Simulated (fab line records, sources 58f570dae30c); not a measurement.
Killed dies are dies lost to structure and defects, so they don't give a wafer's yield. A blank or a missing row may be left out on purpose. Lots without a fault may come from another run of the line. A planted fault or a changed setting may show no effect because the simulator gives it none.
A struck lot beside a sound one | flow berkeley_cmos170 | 14 steps out of a route of 331
Sound: wafers L950.2, L950.4, L950.6. Struck: wafers L959.1, L959.5, L959.6. The cause comes at the end.
At each step with rows: each side's tool, then ch and its chambers, then its first start. Under that, the readings that differ: sound wafers | struck wafers | difference of the means | sigmas: that difference in standard deviations of wafers without a fault.
alike: readings whose means differ by less than 2 such deviations, and words and numbers that are the same on both sides. not compared: withheld readings, readings that some wafer has no value for, bounds like >300 that may hide the same value, and numbers for which the record gives no deviation and whose values overlap.
The two part at a step that has a row with sigmas, a row that says differs or no value, or rows on one side only. Numbers that don't overlap but have no deviation are shown without sigmas and don't part them. A reading that every wafer of one side lacks parts them only if that side has two wafers or more.

first, 5 steps without rows for these wafers: UCB170_NWELL_WET_ETCH_18 (etches Si3N4 in H3PO4, time 14400 s); UCB170_NWELL_WET_ETCH_19 (etches SiO2 in BOE, time 22 s); UCB170_PWELL_CLEAN_00 (cleans in SPM, time 600 s); UCB170_PWELL_CLEAN_01 (cleans in dHF, time 60 s); UCB170_PWELL_OXIDATION_02 (target thk 26.4 nm, ox time 1260 s).
UCB170_PWELL_THK_MEAS_03:
  sound on film_metro-02, day 4 20:28; struck on film_metro-02, day 6 12:30
  alike: PWELL_OXIDE_THK
then, 2 steps without rows for these wafers: UCB170_PWELL_ANNEAL_04 (time 900 s); UCB170_PWELL_CVD_05 (deposits Si3N4 from SiH2Cl2/NH3, target thk 220 nm, time 3300 s).
UCB170_PWELL_THK_MEAS_06:
  sound on film_metro-04, day 5 06:04; struck on film_metro-01, day 6 18:32
  alike: PWELL_NITRIDE_THK
then, 3 steps without rows for these wafers: UCB170_PWELL_HMDS_07 (prime time 60 s); UCB170_PWELL_COAT_08 (resist thk 900 nm); UCB170_PWELL_SOFTBAKE_09 (time 60 s).
UCB170_PWELL_EXPOSE_10: exposes mask PWELL, target cd 3000 nm.
  sound on krf_scanner-02 ch 0, day 5 06:57; struck on krf_scanner-01, day 6 19:36
  no value came back on the struck wafers for exposure_dose_mJ_cm2, focus_offset_nm (nm), reticle_temp_C (C); on the sound wafers exposure_dose_mJ_cm2 reads 19.019 19.025 18.974
  alike: mask
then, 1 step without rows for these wafers: UCB170_PWELL_PEB_11.

WHERE THEY PART
Only at UCB170_PWELL_EXPOSE_10, within this record.

WHY: what the simulator had put in
Skipped step whole: krf_scanner-01, from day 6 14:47 on, at UCB170_PWELL_EXPOSE_10. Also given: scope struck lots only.
